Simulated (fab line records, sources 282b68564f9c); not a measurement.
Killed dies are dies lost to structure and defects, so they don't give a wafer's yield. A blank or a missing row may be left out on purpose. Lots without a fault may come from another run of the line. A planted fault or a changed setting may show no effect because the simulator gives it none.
A struck lot beside a sound one | flow rit_cmos | 22 steps out of a route of 202
Sound: wafers L848.1, L848.2, L848.5. Struck: wafers L853.1, L853.2, L853.4. The cause comes at the end.
At each step with rows: each side's tool, then ch and its chambers, then its first start. Under that, the readings that differ: sound wafers | struck wafers | difference of the means | sigmas: that difference in standard deviations of wafers without a fault.
alike: readings whose means differ by less than 2 such deviations, and words and numbers that are the same on both sides. not compared: withheld readings, readings that some wafer has no value for, bounds like >300 that may hide the same value, and numbers for which the record gives no deviation and whose values overlap.
The two part at a step that has a row with sigmas, a row that says differs or no value, or rows on one side only. Numbers that don't overlap but have no deviation are shown without sigmas and don't part them. A reading that every wafer of one side lacks parts them only if that side has two wafers or more.

first, 5 steps without rows for these wafers: RIT_GATE_WET_ETCH_00 (etches SiO2 in BOE, target depth 56 nm, time 60 s); RIT_GATE_CLEAN_01 (cleans in SC1, time 600 s); RIT_GATE_CLEAN_02 (cleans in dHF, time 30 s); RIT_GATE_CLEAN_03 (cleans in SC2, time 600 s); RIT_GATE_CLEAN_04 (cleans in dHF, time 60 s).
RIT_FOX2_THK_MEAS_91:
  sound on film_metro-01, day 3 13:01; struck on film_metro-01, day 4 10:52
  alike: FIELD_OXIDE_LEFT_2_THK
then, 2 steps without rows for these wafers: RIT_GATE_OXIDATION_05 (target thk 3 nm, ox time 270 s); RIT_GATE_ANNEAL_06 (time 600 s).
RIT_GATE_THK_MEAS_07:
  sound on film_metro-04, day 3 16:20; struck on film_metro-04, day 4 12:14
  alike: GATE_OXIDE_THK
then, 1 step without rows for these wafers: RIT_GATE_CVD_08 (deposits poly-Si from SiH4, target thk 250 nm, time 2220 s).
RIT_GATE_THK_MEAS_09:
  sound on film_metro-04, day 3 18:07; struck on film_metro-02, day 4 13:55
  alike: GATE_POLY_THK
then, 1 step without rows for these wafers: RIT_GATE_HMDS_10 (prime time 60 s).
RIT_GATE_COAT_11: resist thk 850 nm.
  sound on litho_track-04 ch 0, day 3 18:20; struck on litho_track-02 ch 0, day 4 14:08
  reading                                   | sound             | struck          | difference | sigmas
  model.NOVOLAK_of_GATE_COAT_11.thk_nm (nm) | 853.5 851.3 849.5 | 467.4 467.6 468 | -383.8     |
then, 4 steps without rows for these wafers: RIT_GATE_SOFTBAKE_12 (time 60 s); RIT_GATE_EXPOSE_13 (exposes mask M6, target cd 150 nm); RIT_GATE_PEB_14; RIT_GATE_DEVELOP_15 (develop time 50 s).
RIT_GATE_CD_MEAS_16: target cd 150 nm.
  sound on cd_sem-02, day 3 19:07; struck on cd_sem-01, day 4 15:07
  reading    | sound       | struck   | difference | sigmas
  cd_nm (nm) | 144 144 143 | 61 62 60 | -83        | -28
  not compared: hold
RIT_GATE_OVL_MEAS_17:
  sound on overlay-02, day 3 19:14; struck on overlay-01, day 4 20:45
  reading | sound | struck                                                                     | difference                   | sigmas
  hold    | - - - | await_dispo/5.5h/release await_dispo/5.5h/release await_dispo/5.5h/release | no value on the sound wafers |
  alike: GATE_OVL
then, 1 step without rows for these wafers: RIT_GATE_HARDBAKE_18 (time 60 s).
RIT_GATE_ETCH_19: etches poly-Si in SF6/CHF3/O2, stops on SiO2, time 165 s, target depth 312.5 nm.
  sound on rie_si-02 ch 1,2, day 3 19:25; struck on rie_si-02 ch 0,2,3, day 4 20:56
  reading                                   | sound             | struck            | difference | sigmas
  model.NOVOLAK_of_GATE_COAT_11.thk_nm (nm) | 673.3 669.8 668.6 | 335.4 335.9 336.1 | -334.8     |
  model.GATE.cd_nm (nm)                     | 144.1 144.5 142.8 | 61.2 61.4 59.88   | -83.0      |
  alike: O2_flow_sccm, drypump_motor_current_A, oes_product_au, throttle_valve_pct
  not compared: rf_hours_counter_h
RIT_GATE_STRIP_20: strips in O2, time 180 s.
  sound on plasma_asher-01 ch 0,1, day 3 19:31; struck on plasma_asher-01 ch 0,1, day 4 21:03
  alike: drypump_motor_current_A
  not compared: rf_hours_counter_h

WHERE THEY PART
First at RIT_GATE_CD_MEAS_16; last, within this record, at RIT_GATE_OVL_MEAS_17. Later steps at which nothing parts them and some readings are alike: RIT_GATE_ETCH_19, RIT_GATE_STRIP_20.

WHY: what the simulator had put in
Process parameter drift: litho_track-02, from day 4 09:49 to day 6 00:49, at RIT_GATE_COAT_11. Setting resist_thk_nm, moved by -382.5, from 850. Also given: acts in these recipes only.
